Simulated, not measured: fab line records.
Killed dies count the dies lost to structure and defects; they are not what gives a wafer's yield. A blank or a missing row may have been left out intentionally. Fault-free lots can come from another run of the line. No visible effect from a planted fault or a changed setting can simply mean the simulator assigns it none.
Split-lot study -- flow rit-cmos -- route with 202 steps; 5 lots, 23 wafers read

== ON THE SPLIT ==
At RIT_CONTACT_DEVELOP_07 (develop time 120 s), the setting develop-time-s was moved away from the recipe's 120 s on 5 of the 23 wafers read, by -11.7% to -11.3%. The other wafers ran this setting at the recipe's value.

== FROM THE SPLIT TO THE READING: what the file shows between them, 3 steps ==
- RIT_CONTACT_CD_MEAS_08: target cd 1000 nm
- RIT_CONTACT_ETCH_11: etches SiO2 in CHF3/CF4/Ar, stops on TiSi2, target depth 480 nm, time 320 s (also split here: rf-w)
- RIT_CONTACT_STRIP_12: strips in O2, time 171.1 s

== THE READING ==
cd-nm (nm) at RIT_CONTACT_CD_MEAS_90, where the cd target is 1000 nm. Fault-free wafers of this fab line usually give 1000 nm, standard deviation 3.6 nm.

wafer,"tool, chamber at the split","develop-time-s as run, s",against the recipe,"cd-nm, nm",against lot-mates on the recipe
L075.1,"litho-track-03, 0",120,recipe,1004,-
L075.2,"litho-track-03, 0",106.4,-11.3%,992,-10
L075.3,"litho-track-03, 0",120,recipe,1001,-
L075.5,"litho-track-03, 0",120,recipe,1000,-
L075.6,"litho-track-03, 0",106.4,-11.3%,989,-13
L077.1,"litho-track-04, 0",120,recipe,998,-
L077.2,"litho-track-04, 0",120,recipe,999,-
L077.3,"litho-track-04, 0",120,recipe,996,-
L077.5,"litho-track-04, 0",120,recipe,998,-
L077.6,"litho-track-04, 0",120,recipe,996,-
L080.1,"litho-track-03, 0",120,recipe,1009,-
L080.2,"litho-track-03, 0",120,recipe,1008,-
L080.3,"litho-track-03, 0",120,recipe,1007,-
L080.4,"litho-track-03, 0",120,recipe,1008,-
L080.6,"litho-track-03, 0",120,recipe,1008,-
L081.1,"litho-track-02, 0",120,recipe,1007,-
L081.2,"litho-track-02, 0",120,recipe,1007,-
L081.3,"litho-track-02, 0",106,-11.7%,997,-10
L081.4,"litho-track-02, 0",106,-11.7%,997,-10
L081.5,"litho-track-02, 0",106,-11.7%,998,-9
L084.3,"litho-track-04, 0",120,recipe,998,-
L084.4,"litho-track-04, 0",120,recipe,996,-
L084.5,"litho-track-04, 0",120,recipe,1000,-

FIT RESULTS
A straight line over all 23 wafers: cd-nm changes by +0.655 nm for each +1% of develop-time-s; r = +0.57; the points scatter about the line by 4.8 nm.
The same after taking each lot's own level away (the mean of its wafers on the recipe; 23 wafers): +0.889 nm for each +1%; r = +0.96; scatter 1.3 nm.
According to that fit, moving develop-time-s by its largest amount changes the reading by 10 nm.
The lots' own levels span 997.4 to 1008.0 nm, that is 2.9 times the standard deviation above.
So the lot-to-lot level blurs the effect unless lot-mates are compared.
Check: with one of the wafers moved furthest among these (-11.7%) left out of the fit, the line predicts -10.5 nm for it against its lot-mates. Against them it came out at -10 nm.

== FURTHER SPLITS ON THESE WAFERS ==
Before the reading, these wafers also passed through other splits. Each is held against what the fit with the lots' levels taken away leaves over:
other split on the same wafers,wafers away from the commonest value,r with cd-nm (lot level and that fit taken away)
RIT_SDANNEAL_RTA_03 time-s,7,+0.01
RIT_CONTACT_CVD_00 time-s,7,+0.08
RIT_CONTACT_ETCH_11 rf-w,8,+0.33

== THE WHOLE CHAIN: every reading that the file lists as answering this split, in the file's order ==
step,what it does,reading,change (the file's fit),r (the file's)
RIT_CONTACT_CD_MEAS_08,target cd 1000 nm,cd-nm,+0.935 nm for each +1% of the setting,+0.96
RIT_CONTACT_ETCH_11,"etches SiO2 in CHF3/CF4/Ar, stops on TiSi2, target depth 480 nm, time 320 s","CONTACT.cd-nm (the simulator's own value, which no gauge read)",+0.9 nm for each +1% of the setting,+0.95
RIT_CONTACT_CD_MEAS_90,target cd 1000 nm,cd-nm,+0.901 nm for each +1% of the setting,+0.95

== THE FILE'S OWN FIT ==
cd-nm changes by +0.901 nm for each +1% of develop-time-s, r = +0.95.
